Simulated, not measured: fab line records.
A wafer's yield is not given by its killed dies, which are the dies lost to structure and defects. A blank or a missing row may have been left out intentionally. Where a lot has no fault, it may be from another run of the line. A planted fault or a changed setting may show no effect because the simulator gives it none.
fab line records    flow rit-cmos
record lots=5  wafers=15  last-day=7
route steps=202 shown FOX2@25 NWELL@28 PWELL@39 WELLDRIVE@50 NRETRO@53 M1@202
lots untouched by any fault: they come from a run of this same line in which no faults occurred
start-h: hours from the record's first day to the start of the lot's first wafer shown    wait-h: how many hours have passed since the lot's step before this one    " as in the row above    L1.1+2: one row covering several wafers at once    - no value, or no start was given    * or withheld: withheld    < > ~ a bound
route shown NAME@n: a module of which the file shows steps, and the number in the route of the first    usual: mean and standard deviation over wafers with no fault    same: alike in all rows    chamber/n: place in a boat    sites: per-site readings    _std_site: standard deviation across them    _edge_site: inner sites' mean taken away from outer sites' mean    radius-mm: how far each site lies from the wafer's centre    mask NAME#n: copy n    behind: the last tool/chamber to shape the wafer    hold: cause of the lot's hold/its duration in hours/its outcome    device: the n, p or np transistor that did not switch    end of line: the same wafers' tests at the end of the route    where a step has no rows: the recipe by itself    killed: at the first sort, the dies lost to defects and structure; wafer yield is something else    map: a wafer's dies, x killed, . not, _ none there
set.NAME: the setting that was run; set.NAME@STEP: the one run at that earlier step    model.NAME: the simulator's own value behind a step, which no gauge read
lots at selected steps of the route; one table per step, one row per wafer
services: the hour from which a tool's chamber was out of use, counted from the record's first day as start-h (under 0 if before that day), plus the number of hours and why
## steps
# step RIT_FOX2_CLEAN_02
# recipe chemistry=dHF  dilution=50:1  time-s=176.3
# step RIT_FOX2_WET_ETCH_03
# recipe chemistry=H3PO4  target=Si3N4  target-depth-nm=195  temp-c=165  time-s=2700
# step RIT_FOX2_THK_MEAS_90
# recipe reads=SiO2_of_FOX2_OXIDATION_00
# usual FIELD_OXIDE_LEFT_1_THK=325/8.2
lot.wafer  tool           chamber  start-h  wait-h  FIELD_OXIDE_LEFT_1_THK[nm]
L433.1     film-metro-02  -        51.62    0.0     335
L433.2     "              -        "        "       332
L433.5     "              -        "        "       332
L434.1     film-metro-03  -        55.48    0.0     325
L434.2     "              -        "        "       320
L434.5     "              -        "        "       326
L435.3     film-metro-03  -        59.81    0.0     320
L435.4     "              -        "        "       317
L435.6     "              -        "        "       318
L440.1     film-metro-02  -        84.72    0.0     335
L440.2     "              -        "        "       331
L440.3     "              -        "        "       326
L450.3     film-metro-01  -        134.26   0.0     329
L450.4     "              -        "        "       333
L450.5     "              -        "        "       329
# step RIT_NWELL_HMDS_00
# recipe prime-time-s=60  prime-temp-c=140
# step RIT_NWELL_COAT_01
# recipe resist=NOVOLAK  spin-rpm=2000  resist-thk-nm=1300
# step RIT_NWELL_SOFTBAKE_02
# recipe resist=NOVOLAK  temp-c=90  time-s=60
# step RIT_NWELL_EXPOSE_03
# recipe mask-id=M2  na=0.57  target-cd-nm=43900  dose-mj=250
# step RIT_NWELL_PEB_04
# recipe resist=NOVOLAK  temp-c=withheld  time-s=withheld
# step RIT_NWELL_DEVELOP_05
# recipe resist=NOVOLAK  develop-time-s=68  dev-temp-c=23
# step RIT_NWELL_OVL_MEAS_06
# usual NWELL_OVL=0.0/1.5
lot.wafer  tool        chamber  start-h  wait-h  NWELL_OVL[nm]
L433.1     overlay-02  -        52.56    -       -3.4
L433.2     "           -        "        "       -1.1
L433.5     "           -        "        "       -3.1
L434.1     overlay-02  -        56.55    -       -2.1
L434.2     "           -        "        "       -0.3
L434.5     "           -        "        "       -1.4
L435.3     overlay-02  -        60.86    -       2.0
L435.4     "           -        "        "       0.4
L435.6     "           -        "        "       0.6
L440.1     overlay-01  -        85.79    -       -0.9
L440.2     "           -        "        "       0.8
L440.3     "           -        "        "       0.3
L450.3     overlay-02  -        135.32   -       0.4
L450.4     "           -        "        "       0.6
L450.5     "           -        "        "       1.6
# step RIT_NWELL_HARDBAKE_07
# recipe resist=NOVOLAK  temp-c=140  time-s=120
# step RIT_NWELL_IMPLANT_08
# recipe species=P  energy-kev=170  dose-cm2=5e+13  tilt-deg=7
# step RIT_NWELL_STRIP_09
# recipe chemistry=O2  time-s=180  resist=NOVOLAK  platen-temp-c=withheld  power-w=500  pressure-mtorr=4000  o2-flow-sccm=4000
# usual drypump-motor-current-A=6.0/0.62  run-length-s=208.6/0.31
# same time-s=180
lot.wafer  tool             chamber  start-h  wait-h  drypump-motor-current-A  rf-hours-counter-h  run-length-s  model.NOVOLAK_of_NWELL_COAT_01.thk-nm
L433.1     plasma-asher-02  0        52.99    0.1     6.7                      42                  208.5         0
L433.2     "                1        "        "       5.9                      42                  208.5         0
L433.5     "                1        "        "       5.9                      -                   208.4         0
L434.1     plasma-asher-01  0        56.99    0.1     6.7                      42                  72.6          337.8
L434.2     "                1        "        "       5.9                      42                  72.2          335.9
L434.5     "                1        "        "       5.9                      -                   72.1          336.8
L435.3     plasma-asher-03  0        61.35    0.1     4.9                      -                   208.6         0
L435.4     "                1        "        "       6.2                      -                   208.7         0
L435.6     "                0        "        "       4.9                      -                   209.1         0
L440.1     plasma-asher-02  0        86.22    0.1     6.6                      45                  208.3         0
L440.2     "                1        "        "       5.9                      45                  208.3         0
L440.3     "                1        "        "       5.9                      -                   208.4         0
L450.3     plasma-asher-01  0        135.80   0.1     6.6                      -                   208.4         0
L450.4     "                1        "        "       5.9                      -                   208.0         0
L450.5     "                0        "        "       6.6                      -                   208.3         0
# step RIT_NWELL_TW_MEAS_10
# usual NWELL_TW=2137/16
lot.wafer  tool           chamber  start-h  wait-h  NWELL_TW
L433.1     film-metro-04  -        53.17    0.1     2149
L433.2     "              -        "        "       2137
L433.5     "              -        "        "       2148
L434.1     film-metro-04  -        57.16    0.1     2148
L434.2     "              -        "        "       2144
L434.5     "              -        "        "       2144
L435.3     film-metro-04  -        61.48    0.1     2140
L435.4     "              -        "        "       2144
L435.6     "              -        "        "       2138
L440.1     film-metro-01  -        86.40    0.1     2119
L440.2     "              -        "        "       2125
L440.3     "              -        "        "       2122
L450.3     film-metro-04  -        135.94   0.1     2122
L450.4     "              -        "        "       2151
L450.5     "              -        "        "       2143
# step RIT_PWELL_HMDS_00
# recipe prime-time-s=60  prime-temp-c=140
# step RIT_PWELL_COAT_01
# recipe resist=NOVOLAK  spin-rpm=2000  resist-thk-nm=1300
# step RIT_PWELL_SOFTBAKE_02
# recipe resist=NOVOLAK  temp-c=90  time-s=60
# step RIT_PWELL_EXPOSE_03
# recipe mask-id=M3  na=0.57  target-cd-nm=43700  dose-mj=250
# step RIT_PWELL_PEB_04
# recipe resist=NOVOLAK  temp-c=withheld  time-s=withheld
# step RIT_PWELL_DEVELOP_05
# recipe resist=NOVOLAK  develop-time-s=68  dev-temp-c=23
# step RIT_PWELL_OVL_MEAS_06
# usual PWELL_OVL=-0.2/1.5
lot.wafer  tool        chamber  start-h  wait-h  PWELL_OVL[nm]
L433.1     overlay-01  -        54.30    -       0.6
L433.2     "           -        "        "       0.3
L433.5     "           -        "        "       1.9
L434.1     overlay-01  -        58.10    -       1.7
L434.2     "           -        "        "       -0.2
L434.5     "           -        "        "       0.7
L435.3     overlay-01  -        62.54    -       -0.4
L435.4     "           -        "        "       -1.3
L435.6     "           -        "        "       -1.8
L440.1     overlay-01  -        87.34    -       1.5
L440.2     "           -        "        "       -0.2
L440.3     "           -        "        "       1.1
L450.3     overlay-02  -        136.87   -       -1.2
L450.4     "           -        "        "       -2.0
L450.5     "           -        "        "       -0.9
# step RIT_PWELL_HARDBAKE_07
# recipe resist=NOVOLAK  temp-c=140  time-s=120
# step RIT_PWELL_IMPLANT_08
# recipe species=B  energy-kev=170  dose-cm2=6.857e+13  tilt-deg=7
# step RIT_PWELL_STRIP_09
# recipe chemistry=O2  time-s=180  resist=NOVOLAK  platen-temp-c=withheld  power-w=500  pressure-mtorr=4000  o2-flow-sccm=4000
# usual drypump-motor-current-A=5.8/0.55  run-length-s=208.5/0.43
# same time-s=180
lot.wafer  tool             chamber  start-h  wait-h  drypump-motor-current-A  rf-hours-counter-h  run-length-s
L433.1     plasma-asher-02  0        54.74    0.1     6.6                      42                  208.7
L433.2     "                1        "        "       5.9                      42                  208.4
L433.5     "                0        "        "       6.6                      -                   208.6
L434.1     plasma-asher-02  0        58.54    0.1     6.7                      42                  208.5
L434.2     "                1        "        "       5.9                      42                  208.4
L434.5     "                0        "        "       6.6                      -                   209.0
L435.3     plasma-asher-02  1        63.02    0.1     5.9                      -                   208.4
L435.4     "                0        "        "       6.7                      -                   209.0
L435.6     "                0        "        "       6.7                      -                   208.3
L440.1     plasma-asher-03  1        87.77    0.1     6.2                      42                  208.8
L440.2     "                0        "        "       4.8                      42                  208.6
L440.3     "                1        "        "       6.2                      -                   208.9
L450.3     plasma-asher-03  1        137.35   0.1     6.3                      -                   209.0
L450.4     "                0        "        "       4.9                      -                   209.0
L450.5     "                1        "        "       6.3                      -                   209.5
# step RIT_PWELL_TW_MEAS_10
# usual PWELL_TW=946/7.6
lot.wafer  tool           chamber  start-h  wait-h  PWELL_TW
L433.1     film-metro-01  -        54.92    0.1     929
L433.2     "              -        "        "       933
L433.5     "              -        "        "       936
L434.1     film-metro-04  -        58.71    0.1     935
L434.2     "              -        "        "       939
L434.5     "              -        "        "       943
L435.3     film-metro-01  -        63.16    0.1     930
L435.4     "              -        "        "       935
L435.6     "              -        "        "       934
L440.1     film-metro-04  -        87.95    0.1     934
L440.2     "              -        "        "       936
L440.3     "              -        "        "       928
L450.3     film-metro-01  -        137.49   0.1     938
L450.4     "              -        "        "       940
L450.5     "              -        "        "       940
# step RIT_WELLDRIVE_ANNEAL_00
# recipe temp-c=1100  time-s=14700  ambient=N2
# step RIT_WELLDRIVE_RS_MEAS_01
# recipe thk-meas-gauge=four-point-probe
# usual NWELL_RS=275.4/0.92
lot.wafer  tool           chamber  start-h  wait-h  NWELL_RS[ohm/sq]
L433.1     film-metro-04  -        60.06    0.0     275.2
L433.2     "              -        "        "       275.3
L433.5     "              -        "        "       275.4
L434.1     film-metro-04  -        63.85    0.0     274.8
L434.2     "              -        "        "       274.6
L434.5     "              -        "        "       274.3
L435.3     film-metro-01  -        69.08    0.0     273.8
L435.4     "              -        "        "       274.1
L435.6     "              -        "        "       273.1
L440.1     film-metro-04  -        93.09    0.0     276.7
L440.2     "              -        "        "       276.0
L440.3     "              -        "        "       275.8
L450.3     film-metro-03  -        143.03   0.0     277.1
L450.4     "              -        "        "       276.5
L450.5     "              -        "        "       276.4
# step RIT_WELLDRIVE_RS_MEAS_02
# recipe thk-meas-gauge=four-point-probe
# usual PWELL_RS=435.1/1.3
lot.wafer  tool           chamber  start-h  wait-h  PWELL_RS[ohm/sq]
L433.1     film-metro-04  -        60.18    0.1     435.2
L433.2     "              -        "        "       436.6
L433.5     "              -        "        "       435.7
L434.1     film-metro-04  -        63.97    0.1     436.0
L434.2     "              -        "        "       437.4
L434.5     "              -        "        "       434.9
L435.3     film-metro-01  -        69.20    0.1     434.6
L435.4     "              -        "        "       434.8
L435.6     "              -        "        "       435.5
L440.1     film-metro-04  -        93.21    0.1     437.4
L440.2     "              -        "        "       436.4
L440.3     "              -        "        "       436.8
L450.3     film-metro-03  -        143.15   0.1     434.2
L450.4     "              -        "        "       434.7
L450.5     "              -        "        "       435.3
# step RIT_NRETRO_HMDS_00
# recipe prime-time-s=60  prime-temp-c=140
# step RIT_NRETRO_COAT_01
# recipe resist=NOVOLAK  spin-rpm=2000  resist-thk-nm=1300
# step RIT_NRETRO_SOFTBAKE_02
# recipe resist=NOVOLAK  temp-c=90  time-s=60
# step RIT_NRETRO_EXPOSE_03
# recipe mask-id=M4  na=0.57  target-cd-nm=43900  dose-mj=250
# step RIT_NRETRO_PEB_04
# recipe resist=NOVOLAK  temp-c=withheld  time-s=withheld
# step RIT_NRETRO_DEVELOP_05
# recipe resist=NOVOLAK  develop-time-s=68  dev-temp-c=23
# step RIT_NRETRO_OVL_MEAS_06
# usual NRETRO_OVL=-0.6/1.5
lot.wafer  tool        chamber  start-h  wait-h  NRETRO_OVL[nm]
L433.1     overlay-01  -        61.31    -       0.9
L433.2     "           -        "        "       1.1
L433.5     "           -        "        "       -0.1
L434.1     overlay-02  -        65.06    -       -2.6
L434.2     "           -        "        "       -0.1
L434.5     "           -        "        "       -1.8
L435.3     overlay-02  -        70.30    -       -0.3
L435.4     "           -        "        "       -1.7
L435.6     "           -        "        "       -0.7
L440.1     overlay-01  -        94.34    -       0.2
L440.2     "           -        "        "       -0.9
L440.3     "           -        "        "       -3.3
L450.3     overlay-02  -        144.13   -       -1.4
L450.4     "           -        "        "       -1.2
L450.5     "           -        "        "       -1.1
# step RIT_NRETRO_HARDBAKE_07
# recipe resist=NOVOLAK  temp-c=140  time-s=120
# step RIT_NRETRO_IMPLANT_08
# recipe species=P  energy-kev=70  dose-cm2=1.02e+13  tilt-deg=7
# step RIT_NRETRO_STRIP_09
# recipe chemistry=O2  time-s=180  resist=NOVOLAK  platen-temp-c=withheld  power-w=500  pressure-mtorr=4000  o2-flow-sccm=4000
# usual drypump-motor-current-A=5.9/0.5  run-length-s=208.4/0.39
# same time-s=180
lot.wafer  tool             chamber  start-h  wait-h  drypump-motor-current-A  rf-hours-counter-h  run-length-s
L433.1     plasma-asher-04  0        61.74    0.1     5.7                      27                  209.0
L433.2     "                1        "        "       5.3                      27                  208.1
L433.5     "                1        "        "       5.3                      -                   207.9
L434.1     plasma-asher-02  0        65.49    0.1     6.6                      43                  208.5
L434.2     "                1        "        "       5.9                      43                  208.3
L434.5     "                1        "        "       5.9                      -                   208.9
L435.3     plasma-asher-02  1        70.82    0.1     5.9                      -                   208.3
L435.4     "                0        "        "       6.6                      -                   208.3
L435.6     "                1        "        "       5.9                      -                   208.6
L440.1     plasma-asher-02  0        94.77    0.1     6.6                      46                  208.4
L440.2     "                1        "        "       5.9                      46                  208.9
L440.3     "                0        "        "       6.7                      -                   208.7
L450.3     plasma-asher-04  1        144.61   0.1     5.3                      -                   207.6
L450.4     "                0        "        "       5.7                      -                   208.7
L450.5     "                0        "        "       5.7                      -                   209.1
# step RIT_NRETRO_TW_MEAS_10
# usual NRETRO_TW=1049/5.9
lot.wafer  tool           chamber  start-h  wait-h  hold                      NRETRO_TW
L433.1     film-metro-02  -        61.92    0.1     -                         1044
L433.2     "              -        "        "       -                         1042
L433.5     "              -        "        "       -                         1041
L434.1     film-metro-02  -        65.67    0.1     await-dispo/0.2h/release  30
L434.2     "              -        "        "       await-dispo/0.2h/release  30
L434.5     "              -        "        "       await-dispo/0.2h/release  30
L434.1     film-metro-02  -        65.89    0.2     -                         30
L434.2     "              -        "        "       -                         30
L434.5     "              -        "        "       -                         30
L435.3     film-metro-04  -        70.96    0.1     -                         1053
L435.4     "              -        "        "       -                         1052
L435.6     "              -        "        "       -                         1054
L440.1     film-metro-01  -        94.95    0.1     -                         1050
L440.2     "              -        "        "       -                         1050
L440.3     "              -        "        "       -                         1054
L450.3     film-metro-04  -        144.74   0.1     -                         1055
L450.4     "              -        "        "       -                         1058
L450.5     "              -        "        "       -                         1058
# step RIT_M1_PROBE_99
# usual defect-limited-yield=97.4/1.1  killed-at-contacts=0.2/0.38  killed-at-front-end=6.7/3  killed-dies=6.9/3  killed-open=3.5/1.9  killed-short=3.3/2  sort_bin_3_pad_short=0.1/0.18  sort_bin_5_function=1.5/0.83  sort_bin_6_memory=1.0/0.67  sort-n-pass=257.1/3  sort-yield-pct=97.4/1.1
# same gross-dies=264  killed_at_M0_to_M3=0  killed_at_M4_up=0  killed-at-back-side=0  killed-at-other=0
lot.wafer  tool       chamber  start-h  wait-h  defect-limited-yield[%]  killed-at-contacts  killed-at-front-end  killed-dies  killed-open  killed-short  sort_bin_3_pad_short[%]  sort_bin_5_function[%]  sort_bin_6_memory[%]  sort-n-pass  sort-yield-pct[%]
L433.1     prober-01  -        89.58    0.1     98.1                     1                   4                    5            1            4             0.4                      0.8                     0.8                   259.0        98.1
L433.2     prober-01  -        89.63    0.1     97.3                     1                   6                    7            3            4             0.4                      1.1                     1.1                   257.0        97.3
L433.5     prober-01  -        89.78    0.2     99.2                     0                   2                    2            2            0             0                        0.8                     0                     262.0        99.2
L435.3     prober-01  -        97.85    0.2     97.7                     0                   6                    6            1            5             0.4                      0.8                     1.1                   258.0        97.7
L435.4     prober-01  -        97.90    0.2     97.0                     1                   7                    8            5            3             0                        2.3                     0.8                   256.0        97.0
L435.6     prober-01  -        98.00    0.2     97.0                     1                   7                    8            0            8             0                        2.3                     0.8                   256.0        97.0
L440.1     prober-02  -        121.56   0.1     96.6                     0                   9                    9            7            2             0                        1.1                     2.3                   255.0        96.6
L440.2     prober-02  -        121.61   0.1     97.7                     0                   6                    6            4            2             0                        1.9                     0.4                   258.0        97.7
L440.3     prober-02  -        121.66   0.2     98.1                     0                   5                    5            3            2             0                        0.8                     1.1                   259.0        98.1
L450.3     prober-02  -        172.43   0.2     94.7                     0                   14                   14           9            5             0                        3.0                     2.3                   250.0        94.7
L450.4     prober-02  -        172.48   0.2     95.8                     0                   11                   11           6            5             0                        1.5                     2.7                   253.0        95.8
L450.5     prober-02  -        172.53   0.2     95.8                     0                   11                   11           7            4             0                        1.5                     2.7                   253.0        95.8
# killed by level:class
L433.1 GATE:geometric-particle:short=2 FOX1:geometric-particle:open=1 REOX:geometric-particle:short=1 CONTACT:geometric-particle:short=1
L433.2 GATE:geometric-particle:short=2 FOX1:geometric-particle:open=1 REOX:geometric-particle:short=1 SPACER:geometric-particle:open=1 SPACER:geometric-particle:short=1 CONTACT:geometric-particle:open=1
L433.5 FOX1:geometric-particle:open=1 GATE:geometric-particle:open=1
L435.3 GATE:geometric-particle:short=3 FOX1:geometric-particle:short=1 GATE:geometric-particle:open=1 REOX:geometric-particle:short=1
L435.4 GATE:geometric-particle:open=3 FOX1:geometric-particle:open=2 GATE:geometric-particle:short=1 REOX:geometric-particle:short=1 CONTACT:geometric-particle:short=1
L435.6 GATE:geometric-particle:short=3 REOX:geometric-particle:short=2 SPACER:geometric-particle:short=1 SILICIDE:geometric-particle:short=1 CONTACT:geometric-particle:short=1
L440.1 GATE:geometric-particle:open=4 FOX1:geometric-particle:open=1 GATE:geometric-particle:short=1 SPACER:geometric-particle:open=1 SILICIDE:geometric-particle:open=1 SILICIDE:geometric-particle:short=1
L440.2 FOX1:geometric-particle:open=1 FOX2:geometric-particle:open=1 GATE:geometric-particle:short=1 GATE:geometric-particle:open=1 REOX:geometric-particle:short=1 REOX:geometric-particle:open=1
L440.3 GATE:geometric-particle:open=2 GATE:geometric-particle:short=2 FOX2:geometric-particle:open=1
L450.3 GATE:geometric-particle:open=4 REOX:geometric-particle:open=4 GATE:geometric-particle:short=2 FOX1:geometric-particle:short=1 REOX:geometric-particle:short=1 SPACER:geometric-particle:short=1 SPACER:geometric-particle:open=1
L450.4 GATE:geometric-particle:open=3 GATE:geometric-particle:short=2 REOX:geometric-particle:short=2 REOX:geometric-particle:open=2 SPACER:geometric-particle:open=1 SPACER:geometric-particle:short=1
L450.5 GATE:geometric-particle:open=4 REOX:geometric-particle:short=3 FOX1:geometric-particle:open=2 SPACER:geometric-particle:open=1 SILICIDE:geometric-particle:short=1
## services
tool             chamber  start-h  hours  kind
plasma-asher-04  -        56.96    2.5    repair
plasma-asher-01  -        108.75   9.0    pm
plasma-asher-01  0        108.75   9.0    vent-cycle
plasma-asher-01  1        108.75   9.0    vent-cycle
plasma-asher-01  0        117.75   -      clean
plasma-asher-01  1        117.75   -      clean
## key
first-sign step=RIT_NWELL_STRIP_09  reading=run-length-s  direction=down  sigmas=99+  usual=*  struck=*
effect step=RIT_NRETRO_TW_MEAS_10  reading=NRETRO_TW  direction=down  sigmas=99+  usual=1049  struck=30
model-effect step=RIT_NWELL_STRIP_09  value=NOVOLAK_of_NWELL_COAT_01.thk-nm  without=0  struck=336.8
met-at RIT_NWELL_STRIP_09
struck-wafers L434.1,L434.2,L434.5
scrapped-behind RIT_NRETRO_TW_MEAS_10 L434.1,L434.2,L434.5
fault kind=strip-aborted  tool=plasma-asher-01  chamber=-  onset-h=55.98  steps=RIT_NWELL_STRIP_09  offset=0.6  end-h=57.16
